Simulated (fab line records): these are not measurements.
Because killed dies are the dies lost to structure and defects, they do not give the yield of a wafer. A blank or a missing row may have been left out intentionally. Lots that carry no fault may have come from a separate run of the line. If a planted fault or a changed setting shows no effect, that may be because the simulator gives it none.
fab line records + flow rit-cmos
record:
- lots: 14
- wafers: 42
- last-day: 7
route steps=202 shown NRETRO@58 M1@202
lots that met no fault: from a run of the same line without faults
start-h: the number of hours between the record's first day and the start of the first shown wafer of the lot + wait-h: how many hours have passed since the lot's step before this one + " the same as in the row above + L1.1+2: one row covering several wafers at once + - no value, or no start was given + * or withheld: withheld + < > ~ a bound
route shown NAME@n: a module of which the file shows steps, and the number in the route of the first + usual: the fault-free wafers' mean and standard deviation + same: alike in all rows + chamber/n: place in a boat + sites: readings site by site + _std_site: how widely they spread, as a standard deviation + _edge_site: the outer-site mean with the inner-site mean subtracted + radius-mm: how far each site lies from the wafer's centre + mask NAME#n: copy n + behind: tool/chamber where the wafer was last shaped + hold: reason for holding the lot/hours on hold/outcome of the hold + device: transistor that didn't switch, given as n, p or np + end of line: at the end of the route, the tests of the same wafers + a step with no rows: only its recipe + killed: dies lost to structure and defects at the first sort, not the wafer's yield + map: the dies of a wafer, with x for killed, . for not killed, _ for no die there
set.NAME: the setting the step ran with; set.NAME@STEP: the setting that earlier step ran with + model.NAME: the simulator's own value behind a step, which no gauge read
a sample of lots followed through the steps of the route, with each step as a table and each wafer as a row
== steps ==
step: RIT_NRETRO_DEVELOP_05
recipe:
- resist: NOVOLAK
- develop-time-s: 68
- dev-temp-c: 23
usual:
- developer-temp-C: 22.99/0.11
| lot.wafer | tool           | chamber | start-h | wait-h | developer-temp-C |
|-----------|----------------|---------|---------|--------|------------------|
| L542.2    | litho-track-01 | 0       | 37      | -      | 22.89            |
| L542.3    | "              | 0       | "       | "      | 22.91            |
| L542.4    | "              | 0       | "       | "      | 23.12            |
| L543.2    | litho-track-04 | 0       | 41      | -      | 23.06            |
| L543.3    | "              | 0       | "       | "      | 22.91            |
| L543.5    | "              | 0       | 42      | -      | 22.96            |
| L544.4    | litho-track-02 | 0       | 47      | -      | 23.14            |
| L544.5    | "              | 0       | "       | "      | 22.79            |
| L544.6    | "              | 0       | "       | "      | 22.91            |
| L545.1    | litho-track-02 | 0       | 50      | -      | 22.95            |
| L545.4    | "              | 0       | "       | "      | 22.83            |
| L545.5    | "              | 0       | "       | "      | 22.73            |
| L546.1    | litho-track-01 | 0       | 55      | -      | 22.89            |
| L546.2    | "              | 0       | "       | "      | 22.94            |
| L546.6    | "              | 0       | "       | "      | 22.91            |
| L547.4    | litho-track-04 | 0       | 62      | -      | 22.91            |
| L547.5    | "              | 0       | "       | "      | 22.91            |
| L547.6    | "              | 0       | "       | "      | 22.91            |
| L548.4    | litho-track-04 | 0       | 74      | -      | 22.97            |
| L548.5    | "              | 0       | "       | "      | 23.11            |
| L548.6    | "              | 0       | "       | "      | 23.08            |
| L549.1    | litho-track-04 | 0       | 89      | -      | 22.99            |
| L549.3    | "              | 0       | "       | "      | 22.95            |
| L549.4    | "              | 0       | "       | "      | 22.85            |
| L550.1    | litho-track-01 | 0       | 89      | -      | 23.09            |
| L550.3    | "              | 0       | "       | "      | 23.04            |
| L550.4    | "              | 0       | "       | "      | 23.07            |
| L552.3    | litho-track-02 | 0       | 94      | -      | 22.87            |
| L552.4    | "              | 0       | "       | "      | 22.89            |
| L552.5    | "              | 0       | "       | "      | 22.96            |
| L551.2    | litho-track-04 | 0       | 94      | -      | 23.20            |
| L551.4    | "              | 0       | "       | "      | 23.16            |
| L551.5    | "              | 0       | "       | "      | 23.28            |
| L553.2    | litho-track-04 | 0       | 95      | -      | 22.93            |
| L553.4    | "              | 0       | "       | "      | 23.04            |
| L553.6    | "              | 0       | "       | "      | 22.98            |
| L564.2    | litho-track-04 | 0       | 141     | -      | 25.40            |
| L564.4    | "              | 0       | "       | "      | 25.34            |
| L564.6    | "              | 0       | "       | "      | 25.35            |
| L565.1    | litho-track-04 | 0       | 145     | -      | 25.22            |
| L565.4    | "              | 0       | "       | "      | 25.27            |
| L565.6    | "              | 0       | "       | "      | 25.22            |
step: RIT_M1_PROBE_99
usual:
- killed-at-contacts: 0.1/0.23
- killed-at-front-end: 6.7/2.9
- killed-dies: 6.8/2.9
- killed-on-rim: 1.9/1.4
- killed-open: 3.5/2.1
- killed-short: 3.2/1.9
same:
- gross-dies: 264
- killed_at_M0_to_M3: 0
- killed_at_M4_up: 0
- killed-at-back-side: 0
- killed-at-other: 0
| lot.wafer | tool      | chamber | start-h | wait-h | killed-at-contacts | killed-at-front-end | killed-dies | killed-on-rim | killed-open | killed-short |
|-----------|-----------|---------|---------|--------|--------------------|---------------------|-------------|---------------|-------------|--------------|
| L542.2    | prober-01 | -       | 68.49   | 0.1    | 0                  | 10                  | 10          | 6             | 5           | 5            |
| L542.3    | prober-01 | -       | 68.54   | 0.2    | 0                  | 7                   | 7           | 1             | 3           | 4            |
| L542.4    | prober-01 | -       | 68.59   | 0.2    | 0                  | 4                   | 4           | 2             | 3           | 1            |
| L547.4    | prober-02 | -       | 106.93  | 0.2    | 0                  | 4                   | 4           | 1             | 3           | 1            |
| L547.5    | prober-02 | -       | 106.98  | 0.2    | 0                  | 7                   | 7           | 2             | 2           | 5            |
| L547.6    | prober-02 | -       | 107.03  | 0.2    | 0                  | 9                   | 9           | 0             | 5           | 4            |
| L551.2    | prober-01 | -       | 134.42  | 0.1    | 0                  | 3                   | 3           | 1             | 3           | 0            |
| L551.4    | prober-01 | -       | 134.52  | 0.2    | 0                  | 4                   | 4           | 2             | 1           | 3            |
| L551.5    | prober-01 | -       | 134.57  | 0.2    | 0                  | 6                   | 6           | 3             | 4           | 2            |
killed by level:class
L542.2 GATE:geometric-particle:open=3 GATE:geometric-particle:short=2 REOX:geometric-particle:short=2 FOX1:geometric-particle:short=1 FOX1:geometric-particle:open=1 SPACER:geometric-particle:open=1
L542.3 REOX:geometric-particle:short=2 FOX1:geometric-particle:open=1 FOX2:geometric-particle:short=1 GATE:geometric-particle:open=1 GATE:geometric-particle:short=1 REOX:geometric-particle:open=1
L542.4 SPACER:geometric-particle:open=2 GATE:geometric-particle:short=1 REOX:geometric-particle:open=1
L547.4 SPACER:geometric-particle:open=2 GATE:geometric-particle:open=1 REOX:geometric-particle:short=1
L547.5 REOX:geometric-particle:short=2 FOX1:geometric-particle:short=1 FOX1:geometric-particle:open=1 GATE:geometric-particle:short=1 SPACER:geometric-particle:open=1 SILICIDE:geometric-particle:short=1
L547.6 GATE:geometric-particle:short=2 SPACER:geometric-particle:open=2 FOX1:geometric-particle:short=1 GATE:geometric-particle:open=1 REOX:geometric-particle:open=1 SPACER:geometric-particle:short=1 SILICIDE:geometric-particle:open=1
L551.2 GATE:geometric-particle:open=3
L551.4 FOX2:geometric-particle:short=2 GATE:geometric-particle:open=1 SILICIDE:geometric-particle:short=1
L551.5 GATE:geometric-particle:open=2 FOX1:geometric-particle:open=1 FOX2:geometric-particle:short=1 REOX:geometric-particle:open=1 SILICIDE:geometric-particle:short=1
== key ==
first-sign:
- step: RIT_NRETRO_DEVELOP_05
- reading: developer-temp-C
- direction: up
- sigmas: 20
- usual: *
- struck: *
effect none on later readings
met-at RIT_NRETRO_DEVELOP_05
struck-lots L564,L565
tester-left-out L564,L565
onset-between 95 141
fault:
- kind: process-parameter-drift
- tool: litho-track-04
- chamber: -
- onset-h: 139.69
- steps: RIT_NRETRO_DEVELOP_05
- channel: dev-temp-c
- offset: *
- shape: step
- end-h: 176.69
- acts-in: *
- stated: *
tester-left-out: of these lots the tester's yield and bins aren't shown, on N5 and GAA mostly nor the transistor test; their killed dies are dies lost to structure and defects alone, not to doping, threshold or leakage, so they don't give the yield
